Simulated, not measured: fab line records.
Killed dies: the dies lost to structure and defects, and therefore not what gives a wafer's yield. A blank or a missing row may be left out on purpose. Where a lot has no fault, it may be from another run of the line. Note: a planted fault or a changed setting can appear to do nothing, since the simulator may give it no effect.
Commonality check across tools ; flow berkeley-cmos170 ; 15 lots and 54 wafers in the sample

## THE REASON FOR OPENING IT
3 of 15 lots carry a flag on the reading PLDD_RS at UCB170_SDANNEAL_RS_MEAS_04. Wafers without a fault read 1031.3 ohm/sq, standard deviation 2.9.
Rule: a lot is flagged in two cases, either no wafer of it has a number, or all its wafers with numbers fall more than 4 standard deviations from that mean. The rest of the lots are taken to be sound.

lot;measured;on;PLDD_RS (ohm/sq), wafer by wafer;flag
L598;day 8 10:13;film-metro-04;1028.0 1029.9 1030.5;
L600;day 8 19:59;film-metro-02;1025.0 1021.2 1021.6;
L603;day 8 20:31;film-metro-04;1031.8 1032.6 1028.6;
L601;day 8 20:32;film-metro-02;1033.3 1032.6 1030.3;
L602;day 8 21:04;film-metro-02;1032.0 1033.1 1032.5;
L599;day 8 21:15;film-metro-04;1031.6 1031.1 1033.3;
L605;day 9 08:51;film-metro-03;952.3 952.4 952.7 954.2 950.8 953.0;FLAGGED
L604;day 9 09:31;film-metro-04;950.9 947.6 948.2 950.5 948.5 947.6;FLAGGED
L606;day 9 09:53;film-metro-03;950.3 950.7 952.7 949.7 951.1 952.9;FLAGGED
L611;day 10 20:30;film-metro-04;1031.0 1034.1 1033.4;
L612;day 10 20:41;film-metro-02;1033.0 1037.3 1034.2;
L613;day 11 06:11;film-metro-04;1032.1 1029.2 1031.5;
L614;day 11 06:12;film-metro-03;1031.1 1030.1 1027.3;
L620;day 12 18:28;film-metro-04;1029.9 1030.4 1030.0;
L621;day 12 18:58;film-metro-02;1030.3 1029.6 1030.3;
On average the flagged lots' numbers are 950.9 ohm/sq, which is -80.4 ohm/sq against the usual, or -28 standard deviations.

## WHICH TOOL RAN EACH LOT
The record holds 1 process step before the reading, out of a route of 331 steps. Each cell gives the tool, then ch followed by the chambers the sampled wafers passed through, then the start.
lot;flag;UCB170_SPACER_ANNEAL_02
L598;;furnace-01 ch 0, day 8 03:40
L600;;furnace-04 ch 0, day 8 09:55
L603;;furnace-04 ch 0, day 8 09:55
L601;;furnace-04 ch 0, day 8 09:55
L602;;furnace-04 ch 0, day 8 09:55
L599;;furnace-04 ch 0, day 8 09:55
L605;FLAGGED;furnace-04 ch 0, day 8 23:35
L604;FLAGGED;furnace-04 ch 0, day 8 23:35
L606;FLAGGED;furnace-04 ch 0, day 8 23:35
L611;;furnace-01 ch 0, day 10 08:43
L612;;furnace-01 ch 0, day 10 08:43
L613;;furnace-01 ch 0, day 10 21:34
L614;;furnace-01 ch 0, day 10 21:34
L620;;furnace-02 ch 0, day 12 07:59
L621;;furnace-02 ch 0, day 12 07:59
What the steps here do:
- UCB170_SPACER_ANNEAL_02: time 1800 s.
- UCB170_SDANNEAL_RS_MEAS_04: measures by four-point-probe.

## FLAGGED OVER TOTAL, TOOL BY TOOL (the gauges that took the reading come last)
step;tool;lots run;flagged;share of the flagged lots;sound lots run after its first flagged lot
UCB170_SPACER_ANNEAL_02;furnace-01;5;0;none;-
UCB170_SPACER_ANNEAL_02;furnace-02;2;0;none;-
UCB170_SPACER_ANNEAL_02;furnace-04;8;3;all;0
UCB170_SDANNEAL_RS_MEAS_04;film-metro-02;5;0;none;-
UCB170_SDANNEAL_RS_MEAS_04;film-metro-03;3;2;some;1 (L614)
UCB170_SDANNEAL_RS_MEAS_04;film-metro-04;7;1;some;3 (L611,L613,L620)

## WHAT THE TABLE PERMITS
All flagged lots share 1 row of the table, namely furnace-04 at UCB170_SPACER_ANNEAL_02.
- furnace-04 at UCB170_SPACER_ANNEAL_02 ran 8 lots, 3 of them flagged. Its last sound lot is L599 (day 8 09:55), its first flagged lot L604 (day 8 23:35): a fault that began between those two fits.
What remains is a single tool, furnace-04 at UCB170_SPACER_ANNEAL_02.

## WHAT THE SIMULATOR PUT IN
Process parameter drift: furnace-04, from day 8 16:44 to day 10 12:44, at UCB170_SPACER_ANNEAL_02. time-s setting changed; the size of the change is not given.
Shown lots that were struck: L605, L604, L606. The rule above found the same.
